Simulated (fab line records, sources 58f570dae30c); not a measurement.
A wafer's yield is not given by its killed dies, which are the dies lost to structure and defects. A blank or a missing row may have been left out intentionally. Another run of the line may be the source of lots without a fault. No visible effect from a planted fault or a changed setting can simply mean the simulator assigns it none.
One fault seen from 2 desks || flow berkeley cmos170 || every desk sees just its own numbers, and what lay behind them comes last

FOR THE TOOL OWNER'S DESK: implanter-02
UCB170_NLDD_IMPLANT_09, tool's own readings: per-lot mean of the sampled wafers with a number, covering each lot this tool ran. The brackets show how far a lot's mean lies from the usual mean; more than 4 standard deviations puts the lot out of limits, marked OUT.
Columns: A = beam energy keV at UCB170_NLDD_IMPLANT_09, usual 30.000
{"lot": "L841", "first seen here": "day 6 03:43", "A": 30.000}
{"lot": "L844", "first seen here": "day 7 00:21", "A": 29.990}
{"lot": "L850", "first seen here": "day 8 06:52", "A": 30.006}
{"lot": "L853", "first seen here": "day 8 20:14", "A": "19.496 (-99 or more) OUT"}
{"lot": "L855", "first seen here": "day 9 05:17", "A": "19.503 (-99 or more) OUT"}
This desk's finding: out of limits on L853, L855; first on L853, day 8 20:14 (beam energy keV at UCB170_NLDD_IMPLANT_09). L841, L844, L850 stayed within limits.

FROM THE METROLOGY DESK
Means of the sampled wafers that have a number, per lot and without regard to the tool the lot ran on: this is what the gauges read. The brackets show how far a lot's mean lies from the usual mean; more than 4 standard deviations puts the lot out of limits, marked OUT.
Columns: A = NWELL_OVL at UCB170_NWELL_OVL_MEAS_12, usual 2 nm; B = FIELD_OXIDE_LEFT_1_THK at UCB170_FIELD_THK_MEAS_90, usual 445 nm; C = NLDD_TW at UCB170_NLDD_TW_MEAS_11, usual 2242
{"lot": "L841", "first seen here": "day 2 05:37", "A": 1, "B": 442, "C": 2228}
{"lot": "L842", "first seen here": "day 2 11:53", "A": 1, "B": 444, "C": 2290}
{"lot": "L843", "first seen here": "day 2 16:22", "A": 5, "B": 450, "C": 2231}
{"lot": "L845", "first seen here": "day 3 00:35", "A": 7, "B": 445, "C": 2226}
{"lot": "L844", "first seen here": "day 3 00:51", "A": -1, "B": 453, "C": 2280}
{"lot": "L846", "first seen here": "day 3 06:30", "A": -4, "B": 464, "C": 2216}
{"lot": "L850", "first seen here": "day 4 04:28", "A": 2, "B": 456, "C": 2231}
{"lot": "L853", "first seen here": "day 4 22:51", "A": 2, "B": 440, "C": 2154}
{"lot": "L855", "first seen here": "day 5 07:06", "A": 7, "B": 458, "C": "2105 (-5.7) OUT"}
{"lot": "L856", "first seen here": "day 5 08:27", "A": 1, "B": 453, "C": 2239}
{"lot": "L857", "first seen here": "day 5 13:17", "A": 9, "B": 421, "C": 2244}
{"lot": "L858", "first seen here": "day 5 19:09", "A": -3, "B": 439, "C": 2217}
{"lot": "L861", "first seen here": "day 6 12:19", "A": -2, "B": 424, "C": 2207}
{"lot": "L864", "first seen here": "day 7 01:41", "A": 0, "B": 451, "C": 2272}
This desk finds L855 out of limits, with the earliest case on L855 at day 9 05:31 (NLDD_TW at UCB170_NLDD_TW_MEAS_11). L841, L842, L843, L845, L844, L846, L850, L853, L856, L857, L858, L861, L864 stayed within limits.

PUT TOGETHER
The tool owner's desk had the chance to raise an alarm at day 8 20:14 on L853, L855.
L855 would have let the metrology desk raise an alarm at day 9 05:31.
The metrology desk has L853 on record, within its limits.
The lots listed all ran UCB170_NLDD_IMPLANT_09 on implanter-02.

WHAT THE SIMULATOR HAD INSERTED
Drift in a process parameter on implanter-02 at UCB170_NLDD_IMPLANT_09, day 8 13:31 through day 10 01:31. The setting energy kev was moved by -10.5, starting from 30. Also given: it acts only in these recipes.
Lots struck among those shown: L853, L855.
Hours from the fault's start to each desk's first reading out of limits: the tool owner's desk, 7; the metrology desk, 16.
